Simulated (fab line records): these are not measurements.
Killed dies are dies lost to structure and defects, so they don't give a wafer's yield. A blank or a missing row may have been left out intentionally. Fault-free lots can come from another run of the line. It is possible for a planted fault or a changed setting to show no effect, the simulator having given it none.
fab line records	flow rit_cmos
record lots=6	wafers=18	last_day=7
route steps=202 shown PSD@150 SDANNEAL@153 NSD@158 PLDD@159 NLDD@160 SILICIDE@161 M1@202
lots that met no fault: taken from a fault-free run of the same line
start_h: hours from the record's first day to the start of the lot's first wafer shown	wait_h: hours elapsed since this lot's preceding step	" the same as in the row above	L1.1+2: one row covering several wafers at once	- no value, or no start given	* or withheld: withheld	< > ~ a bound
route shown NAME@n: names a module that has steps shown in the file, with the first one's number in the route	usual: the fault-free wafers' mean and standard deviation	same: alike in all rows	chamber/n: place in a boat	sites: readings site by site	_std_site: how widely they spread, as a standard deviation	_edge_site: outer sites' mean less inner sites'	radius_mm: how far each site lies from the wafer's centre	mask NAME#n: copy n	behind: the last tool/chamber to shape the wafer	hold: why the lot was held/for how many hours/how that ended	device: which transistor (n, p or np) failed to switch	end of line: the tests these same wafers got at the end of their route	step lacking rows: just its recipe	killed: dies lost to structure and defects at the first sort, not the wafer's yield	map: shows each die of a wafer: x if killed, . if not, _ if none is there
set.NAME: the setting the step ran with; set.NAME@STEP: the setting that earlier step ran with	model.NAME: the simulator's own value behind a step, which no gauge read
certain route steps with their lots: each step a table, each wafer a row
services: when a tool's chamber went out of use (start_h, in hours from the record's first day, below 0 if earlier), for how many hours, and the reason
## steps
# step RIT_PSD_IMPLANT_08
# recipe species=BF2	energy_kev=27	dose_cm2=5e+15	tilt_deg=7
# step RIT_PSD_STRIP_09
# recipe chemistry=O2	time_s=180	resist=NOVOLAK	platen_temp_c=withheld	power_w=500	pressure_mtorr=4000	o2_flow_sccm=4000
# usual chamber_pressure_mTorr=4000/3.7	drypump_motor_current_A=5.95/0.22	rf_refl_power_W=8.0/1.5
lot.wafer	tool	chamber	start_h	wait_h	chamber_pressure_mTorr	drypump_motor_current_A	rf_hours_counter_h	rf_refl_power_W
L743.3	plasma_asher-02	1	54.39	0.1	3994	5.83	-	9.6
L743.4	"	0	"	"	4005	5.82	-	8.1
L743.6	"	1	"	"	4002	5.83	-	10.2
L749.4	plasma_asher-02	1	84.20	0.1	4002	5.81	-	10.1
L749.5	"	1	"	"	4001	5.81	-	10.2
L749.6	"	0	"	"	3997	5.84	-	8.3
L752.2	plasma_asher-04	0	101.59	0.1	3994	6.40	33	6.7
L752.4	"	0	"	"	3999	6.38	-	6.7
L752.6	"	0	"	"	4001	6.39	-	6.5
L761.3	plasma_asher-02	1	146.66	0.1	3999	5.83	-	10.4
L761.4	"	0	"	"	3999	5.84	-	8.2
L761.5	"	0	"	"	4001	5.89	-	8.2
L763.1	plasma_asher-02	1	155.97	0.1	3999	5.83	52	10.0
L763.2	"	0	"	"	4001	5.86	52	7.9
L763.4	"	0	"	"	3997	5.86	-	8.0
L764.3	plasma_asher-04	0	159.28	0.1	4002	6.36	-	6.5
L764.4	"	1	"	"	3999	5.85	-	6.9
L764.5	"	1	"	"	3994	5.87	-	6.9
# step RIT_PSD_TW_MEAS_10
# usual PSD_TW=3404/20
lot.wafer	tool	chamber	start_h	wait_h	PSD_TW
L743.3	film_metro-03	-	54.53	0.1	3377
L743.4	"	-	"	"	3395
L743.6	"	-	"	"	3381
L749.4	film_metro-03	-	84.35	0.1	3379
L749.5	"	-	"	"	3388
L749.6	"	-	"	"	3379
L752.2	film_metro-01	-	101.77	0.1	3439
L752.4	"	-	"	"	3437
L752.6	"	-	"	"	3458
L761.3	film_metro-03	-	146.79	0.1	3403
L761.4	"	-	"	"	3405
L761.5	"	-	"	"	3405
L763.1	film_metro-03	-	156.14	0.1	3390
L763.2	"	-	"	"	3393
L763.4	"	-	"	"	3387
L764.3	film_metro-02	-	159.42	0.1	3433
L764.4	"	-	"	"	3414
L764.5	"	-	"	"	3410
# step RIT_SDANNEAL_CLEAN_00
# recipe chemistry=SC1	mix=3:3:50	time_s=600	temp_c=75.63
# step RIT_SDANNEAL_CLEAN_01
# recipe chemistry=dHF	dilution=50:1	time_s=30
# step RIT_SDANNEAL_CLEAN_02
# recipe chemistry=SC2	mix=3:3:50	time_s=600	temp_c=75	dry=n2_spin
# step RIT_SDANNEAL_RTA_03
# recipe temp_c=1050	time_s=5	idle_temp_c=600	ramp_up_c_per_s=342	ramp_down_c_per_s=171	cool_to_c=600	ambient=N2
# usual wafer_temp_C_max=1053.4/1.3
lot.wafer	tool	chamber	start_h	wait_h	wafer_temp_C_max
L743.3	rtp_anneal-01	0	54.96	0.0	1053.3
L743.4	"	0	"	"	1053.6
L743.6	"	0	"	"	1053.0
L749.4	rtp_anneal-01	0	84.77	0.0	1052.2
L749.5	"	0	"	"	1052.0
L749.6	"	0	"	"	1052.2
L752.2	rtp_anneal-02	0	102.23	0.0	1054.0
L752.4	"	0	"	"	1054.2
L752.6	"	0	"	"	1054.0
L761.3	rtp_anneal-01	0	147.22	0.0	1053.8
L761.4	"	0	"	"	1051.8
L761.5	"	0	"	"	1051.5
L763.1	rtp_anneal-01	0	156.58	0.0	1052.7
L763.2	"	0	"	"	1055.1
L763.4	"	0	"	"	1053.5
L764.3	rtp_anneal-02	0	159.85	0.0	1053.5
L764.4	"	0	"	"	1056.0
L764.5	"	0	"	"	1054.1
# step RIT_SDANNEAL_RS_MEAS_04
# recipe thk_meas_gauge=four-point-probe
# usual PSD_RS=115.9/0.31
lot.wafer	tool	chamber	start_h	wait_h	PSD_RS[ohm/sq]
L743.3	film_metro-02	-	55.04	0.1	115.1
L743.4	"	-	"	"	115.3
L743.6	"	-	"	"	115.2
L749.4	film_metro-01	-	84.86	0.1	115.6
L749.5	"	-	"	"	115.7
L749.6	"	-	"	"	116.2
L752.2	film_metro-03	-	102.30	0.1	116.2
L752.4	"	-	"	"	116.0
L752.6	"	-	"	"	116.2
L761.3	film_metro-01	-	147.30	0.1	115.8
L761.4	"	-	"	"	116.0
L761.5	"	-	"	"	116.0
L763.1	film_metro-03	-	156.64	0.0	115.9
L763.2	"	-	"	"	115.9
L763.4	"	-	"	"	116.1
L764.3	film_metro-01	-	159.93	0.1	116.1
L764.4	"	-	"	"	116.1
L764.5	"	-	"	"	116.1
# step RIT_SDANNEAL_RS_MEAS_05
# recipe thk_meas_gauge=four-point-probe
# usual NSD_RS=84.5/0.31
lot.wafer	tool	chamber	start_h	wait_h	NSD_RS[ohm/sq]
L743.3	film_metro-02	-	55.16	0.1	84.3
L743.4	"	-	"	"	84.3
L743.6	"	-	"	"	84.4
L749.4	film_metro-01	-	84.98	0.1	84.1
L749.5	"	-	"	"	84.7
L749.6	"	-	"	"	84.6
L752.2	film_metro-03	-	102.42	0.1	84.5
L752.4	"	-	"	"	84.3
L752.6	"	-	"	"	84.4
L761.3	film_metro-01	-	147.42	0.1	84.6
L761.4	"	-	"	"	84.4
L761.5	"	-	"	"	84.2
L763.1	film_metro-03	-	156.76	0.1	85.2
L763.2	"	-	"	"	85.0
L763.4	"	-	"	"	85.0
L764.3	film_metro-01	-	160.05	0.1	84.7
L764.4	"	-	"	"	84.7
L764.5	"	-	"	"	84.6
# step RIT_SDANNEAL_RS_MEAS_06
# recipe thk_meas_gauge=four-point-probe
# usual PLDD_RS=178.7/0.5
lot.wafer	tool	chamber	start_h	wait_h	PLDD_RS[ohm/sq]
L743.3	film_metro-02	-	55.28	0.1	177.6
L743.4	"	-	"	"	177.8
L743.6	"	-	"	"	177.8
L749.4	film_metro-01	-	85.10	0.1	178.5
L749.5	"	-	"	"	178.6
L749.6	"	-	"	"	179.0
L752.2	film_metro-03	-	102.54	0.1	178.6
L752.4	"	-	"	"	179.2
L752.6	"	-	"	"	178.7
L761.3	film_metro-01	-	147.54	0.1	178.8
L761.4	"	-	"	"	179.6
L761.5	"	-	"	"	179.1
L763.1	film_metro-03	-	156.88	0.1	178.1
L763.2	"	-	"	"	178.5
L763.4	"	-	"	"	178.3
L764.3	film_metro-01	-	160.17	0.1	178.2
L764.4	"	-	"	"	179.2
L764.5	"	-	"	"	179.2
# step RIT_SDANNEAL_RS_MEAS_07
# recipe thk_meas_gauge=four-point-probe
# usual NLDD_RS=149.8/0.54
lot.wafer	tool	chamber	start_h	wait_h	NLDD_RS[ohm/sq]
L743.3	film_metro-02	-	55.40	0.1	150.1
L743.4	"	-	"	"	149.9
L743.6	"	-	"	"	150.3
L749.4	film_metro-01	-	85.22	0.1	150.9
L749.5	"	-	"	"	150.3
L749.6	"	-	"	"	150.5
L752.2	film_metro-03	-	102.66	0.1	149.7
L752.4	"	-	"	"	149.9
L752.6	"	-	"	"	149.6
L761.3	film_metro-01	-	147.66	0.1	150.0
L761.4	"	-	"	"	150.4
L761.5	"	-	"	"	150.8
L763.1	film_metro-03	-	157.00	0.1	149.4
L763.2	"	-	"	"	149.3
L763.4	"	-	"	"	149.4
L764.3	film_metro-01	-	160.29	0.1	149.2
L764.4	"	-	"	"	149.1
L764.5	"	-	"	"	148.8
# step RIT_SILICIDE_WET_ETCH_00
# recipe chemistry=BOE	target=SiO2	target_depth_nm=14	time_s=15.32	dry=n2_spin	dilution=10:1	temp_c=21.5
# step RIT_SILICIDE_SPUTTER_01
# recipe material=Ti	target_thk_nm=30	power_w=350	chamber_pressure_pa=0.667	gas=Ar	time_s=240	substrate_temp_c=25
# usual chamber_pressure_pa=0.6672/0.0014	throttle_valve_pct=30.3/1.2
lot.wafer	tool	chamber	start_h	wait_h	chamber_pressure_pa	throttle_valve_pct	model.Ti_of_SILICIDE_SPUTTER_01.thk_nm
L743.3	pvd_sputter-02	-	55.49	0.0	0.6694	31.2	30.75
L743.4	"	-	"	"	0.6690	30.4	30.77
L743.6	"	-	"	"	0.6692	30.3	30.62
L749.4	pvd_sputter-03	-	85.30	0.0	0.6674	29.9	29.98
L749.5	"	-	"	"	0.6680	30.0	30.15
L749.6	"	-	"	"	0.6668	30.9	29.5
L752.2	pvd_sputter-02	-	102.77	0.0	0.6654	31.2	30.44
L752.4	"	-	"	"	0.6681	28.0	30.59
L752.6	"	-	"	"	0.6676	31.4	30.22
L761.3	pvd_sputter-03	-	147.76	0.0	0.6673	31.6	31.6
L761.4	"	-	"	"	0.6678	28.9	31.5
L761.5	"	-	"	"	0.6658	30.1	32.06
L763.1	pvd_sputter-03	-	157.14	0.0	0.6654	29.7	31.73
L763.2	"	-	"	"	0.6661	31.8	31.71
L763.4	"	-	"	"	0.6685	31.5	31.58
L764.3	pvd_sputter-02	-	160.38	0.0	0.6672	31.2	29.69
L764.4	"	-	"	"	0.6682	29.9	29.86
L764.5	"	-	"	"	0.6674	31.4	29.77
# step RIT_SILICIDE_RS_MEAS_02
# recipe thk_meas_gauge=four-point-probe	reads=Ti_of_SILICIDE_SPUTTER_01
# usual SILICIDE_TI_RS=48.0/0.79
lot.wafer	tool	chamber	start_h	wait_h	SILICIDE_TI_RS[ohm/sq]
L743.3	film_metro-04	-	55.68	0.1	46.4
L743.4	"	-	"	"	46.4
L743.6	"	-	"	"	46.6
L749.4	film_metro-04	-	85.51	0.1	47.9
L749.5	"	-	"	"	47.5
L749.6	"	-	"	"	48.8
L752.2	film_metro-04	-	102.94	0.1	47.0
L752.4	"	-	"	"	46.7
L752.6	"	-	"	"	47.5
L761.3	film_metro-02	-	147.95	0.1	44.9
L761.4	"	-	"	"	45.1
L761.5	"	-	"	"	44.2
L763.1	film_metro-01	-	157.29	0.1	44.5
L763.2	"	-	"	"	44.8
L763.4	"	-	"	"	44.8
L764.3	film_metro-04	-	160.57	0.1	48.6
L764.4	"	-	"	"	48.1
L764.5	"	-	"	"	48.3
# step RIT_SILICIDE_THK_MEAS_03
# recipe thk_meas_gauge=xrf	reads=Ti_of_SILICIDE_SPUTTER_01
# usual SILICIDE_TI_THK=30.3/0.46
lot.wafer	tool	chamber	start_h	wait_h	SILICIDE_TI_THK[nm]
L743.3	film_metro-04	-	55.78	0.1	31.1
L743.4	"	-	"	"	31.2
L743.6	"	-	"	"	31.2
L749.4	film_metro-04	-	85.60	0.1	30.6
L749.5	"	-	"	"	30.7
L749.6	"	-	"	"	30.1
L752.2	film_metro-04	-	103.05	0.1	30.9
L752.4	"	-	"	"	31.1
L752.6	"	-	"	"	30.7
L761.3	film_metro-02	-	148.05	0.1	31.9
L761.4	"	-	"	"	31.8
L761.5	"	-	"	"	32.4
L763.1	film_metro-01	-	157.41	0.1	32.1
L763.2	"	-	"	"	32.1
L763.4	"	-	"	"	31.9
L764.3	film_metro-04	-	160.67	0.1	30.2
L764.4	"	-	"	"	30.4
L764.5	"	-	"	"	30.2
# step RIT_SILICIDE_RTA_04
# recipe temp_c=650	time_s=10	idle_temp_c=25	ramp_up_s=5	ramp_down_s=5	cool_to_c=25	ambient=N2
# usual wafer_temp_C_max=652.6/0.56
lot.wafer	tool	chamber	start_h	wait_h	wafer_temp_C_max
L743.3	rtp_anneal-02	0	55.84	0.1	652.5
L743.4	"	0	"	"	653.1
L743.6	"	0	"	"	652.8
L749.4	rtp_anneal-02	0	85.66	0.1	653.1
L749.5	"	0	"	"	651.9
L749.6	"	0	"	"	651.8
L752.2	rtp_anneal-01	0	103.12	0.1	652.9
L752.4	"	0	"	"	652.9
L752.6	"	0	"	"	652.4
L761.3	rtp_anneal-02	0	148.11	0.1	652.6
L761.4	"	0	"	"	652.3
L761.5	"	0	"	"	652.8
L763.1	rtp_anneal-02	0	157.47	0.1	652.5
L763.2	"	0	"	"	652.1
L763.4	"	0	"	"	652.2
L764.3	rtp_anneal-01	0	160.73	0.1	652.3
L764.4	"	0	"	"	652.8
L764.5	"	0	"	"	652.1
# step RIT_M1_PROBE_99
# usual killed_at_contacts=0.1/0.31	killed_at_front_end=7/3.3	killed_dies=7/3.3	killed_open=3.4/2.2	killed_short=3.5/2
# same gross_dies=264	killed_at_M0_to_M3=0	killed_at_M4_up=0	killed_at_back_side=0	killed_at_other=0
lot.wafer	tool	chamber	start_h	wait_h	killed_at_contacts	killed_at_front_end	killed_dies	killed_open	killed_short	model.etest.contact_nplus.end_ohm_um	model.etest.contact_pplus.end_ohm_um	model.etest.npoly_line.rs_ohm_sq	model.etest.ppoly_line.rs_ohm_sq	model.etest.npoly_sal.rs_ohm_sq	model.etest.ppoly_sal.rs_ohm_sq	model.etest.pplus_sal.rs_ohm_sq	model.etest.nplus_sal.rs_ohm_sq
L743.3	prober-01	-	62.74	0.2	0	6	6	3	3	40.85	45.63	16.8	16.33	4.248	4.219	4.176	4.167
L743.4	prober-01	-	62.79	0.2	0	6	6	3	3	42.86	45.76	16.74	16.15	4.212	4.223	4.186	4.197
L743.6	prober-01	-	62.89	0.2	0	14	14	11	3	41.71	45.16	16.89	16.34	4.24	4.221	4.233	4.234
L749.4	prober-02	-	92.51	0.2	0	11	11	7	4	42.01	45.73	16.95	16.52	4.351	4.318	4.286	4.33
L749.5	prober-02	-	92.56	0.2	0	14	14	6	8	41.53	46.65	16.87	16.48	4.34	4.285	4.285	4.275
L749.6	prober-02	-	92.61	0.2	0	7	7	4	3	41.96	45.09	17.29	16.76	4.435	4.377	4.344	4.354
L752.2	prober-01	-	110.04	0.1	0	4	4	3	1	42.3	43.95	16.79	16.44	4.363	4.321	4.272	4.269
L752.4	prober-01	-	110.14	0.2	0	14	14	7	7	42.46	43.65	16.77	16.47	4.322	4.311	4.264	4.282
L752.6	prober-01	-	110.24	0.2	0	9	9	4	5	41.92	42.61	16.93	16.35	4.387	4.346	4.307	4.314
L761.3	prober-02	-	155.74	0.2	0	4	4	2	2	43.03	43.74	16.49	15.87	4.165	4.14	4.117	4.137
L761.4	prober-02	-	155.79	0.2	0	5	5	1	4	42.78	43.51	16.34	16.05	4.178	4.146	4.149	4.104
L761.5	prober-02	-	155.84	0.2	2	9	11	5	6	44.75	45.86	16.31	15.83	4.099	4.092	4.074	4.095
L763.1	prober-02	-	164.23	0.1	0	6	6	1	5	43.57	46.12	16.42	15.91	4.173	4.15	4.14	4.123
L763.2	prober-02	-	164.28	0.1	0	4	4	2	2	46.23	46.5	16.45	15.84	4.111	4.126	4.095	4.106
L763.4	prober-02	-	164.38	0.2	0	5	5	3	2	44.96	44.87	16.54	15.95	4.162	4.104	4.128	4.102
L764.3	prober-01	-	167.27	0.2	0	6	6	2	4	42.21	43.3	17.31	16.83	4.405	4.341	4.379	4.354
L764.4	prober-01	-	167.32	0.2	2	6	8	4	4	40.43	43.39	17.18	16.7	4.364	4.373	4.325	4.316
L764.5	prober-01	-	167.37	0.2	0	4	4	2	2	41.05	43.17	17.1	16.68	4.407	4.363	4.332	4.307
# killed by level:class
L743.3 SILICIDE:geometric_particle:open=2 REOX:geometric_particle:short=1 SPACER:geometric_particle:open=1 SPACER:geometric_particle:short=1 SILICIDE:geometric_particle:short=1
L743.4 FOX1:geometric_particle:open=1 FOX1:geometric_particle:short=1 FOX2:geometric_particle:short=1 FOX2:geometric_particle:open=1 GATE:geometric_particle:open=1 SPACER:geometric_particle:short=1
L743.6 GATE:geometric_particle:open=6 FOX1:geometric_particle:open=3 FOX2:geometric_particle:short=1 GATE:geometric_particle:short=1 REOX:geometric_particle:open=1 SILICIDE:geometric_particle:short=1 SILICIDE:geometric_particle:open=1
L749.4 FOX1:geometric_particle:open=3 FOX1:geometric_particle:short=2 GATE:geometric_particle:open=2 SILICIDE:geometric_particle:open=2 GATE:geometric_particle:short=1 SILICIDE:geometric_particle:short=1
L749.5 FOX1:geometric_particle:short=3 GATE:geometric_particle:open=3 GATE:geometric_particle:short=3 SILICIDE:geometric_particle:open=2 FOX1:geometric_particle:open=1 REOX:geometric_particle:short=1 SILICIDE:geometric_particle:short=1
L749.6 SILICIDE:geometric_particle:open=2 GATE:geometric_particle:open=1 GATE:geometric_particle:short=1 REOX:geometric_particle:short=1 SPACER:geometric_particle:open=1 SILICIDE:geometric_particle:short=1
L752.2 FOX1:geometric_particle:open=1 FOX2:geometric_particle:open=1 GATE:geometric_particle:open=1 REOX:geometric_particle:short=1
L752.4 SILICIDE:geometric_particle:open=3 SILICIDE:geometric_particle:short=3 GATE:geometric_particle:open=2 SPACER:geometric_particle:short=2 FOX1:geometric_particle:short=1 FOX2:geometric_particle:open=1 GATE:geometric_particle:short=1 SPACER:geometric_particle:open=1
L752.6 GATE:geometric_particle:open=3 SILICIDE:geometric_particle:short=3 FOX1:geometric_particle:short=2 SPACER:geometric_particle:open=1
L761.3 GATE:geometric_particle:open=1 REOX:geometric_particle:short=1 SILICIDE:geometric_particle:short=1 SILICIDE:geometric_particle:open=1
L761.4 SILICIDE:geometric_particle:short=2 GATE:geometric_particle:short=1 REOX:geometric_particle:open=1 SPACER:geometric_particle:short=1
L761.5 GATE:geometric_particle:open=4 REOX:geometric_particle:short=3 FOX1:geometric_particle:short=1 GATE:geometric_particle:short=1 CONTACT:geometric_particle:open=1 CONTACT:geometric_particle:short=1
L763.1 GATE:geometric_particle:short=3 FOX1:geometric_particle:short=1 REOX:geometric_particle:short=1 SILICIDE:geometric_particle:open=1
L763.2 FOX1:geometric_particle:open=1 GATE:geometric_particle:short=1 REOX:geometric_particle:open=1 SILICIDE:geometric_particle:short=1
L763.4 GATE:geometric_particle:open=2 FOX1:geometric_particle:short=1 FOX2:geometric_particle:open=1 SPACER:geometric_particle:short=1
L764.3 GATE:geometric_particle:short=2 GATE:geometric_particle:open=2 FOX1:geometric_particle:short=1 SILICIDE:geometric_particle:short=1
L764.4 GATE:geometric_particle:short=3 REOX:geometric_particle:open=2 CONTACT:geometric_particle:open=2 ACTIVE:geometric_particle:short=1
L764.5 GATE:geometric_particle:open=1 GATE:geometric_particle:short=1 SILICIDE:geometric_particle:short=1 SILICIDE:geometric_particle:open=1
## services
tool	chamber	start_h	hours	kind
rtp_anneal-01	-	38.01	0.9	pm
plasma_asher-02	-	51.44	2.8	pm
pvd_sputter-03	-	65.98	1.8	repair
## key
first_sign step=RIT_SILICIDE_RS_MEAS_02	reading=SILICIDE_TI_RS	direction=down	sigmas=4.1	usual=48.0	struck=44.7
effect step=RIT_SILICIDE_THK_MEAS_03	reading=SILICIDE_TI_THK	direction=up	sigmas=3.8	usual=30.3	struck=32.0
model_effect step=RIT_SILICIDE_SPUTTER_01	value=Ti_of_SILICIDE_SPUTTER_01.thk_nm	without=30.06	struck=31.7
model_effect step=RIT_M1_PROBE_99	value=etest.contact_nplus.end_ohm_um	without=41.87	struck=44.22
met_at RIT_SILICIDE_SPUTTER_01
struck_wafers L761.3,L761.4,L761.5,L763.1,L763.2,L763.4
tester_left_out L761,L763
onset_between 85.30 147.76
also_fits RIT_PSD_STRIP_09:plasma_asher-02,RIT_SDANNEAL_RTA_03:rtp_anneal-01
fault kind=process_parameter_drift	tool=pvd_sputter-03	chamber=-	onset_h=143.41	steps=RIT_SILICIDE_SPUTTER_01	channel=time_s	offset=*	shape=step	end_h=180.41	stated=*
# tester_left_out: of these lots the tester's yield and bins aren't shown, on N5 and GAA mostly nor the transistor test; their killed dies are dies lost to structure and defects alone, not to doping, threshold or leakage, so they don't give the yield
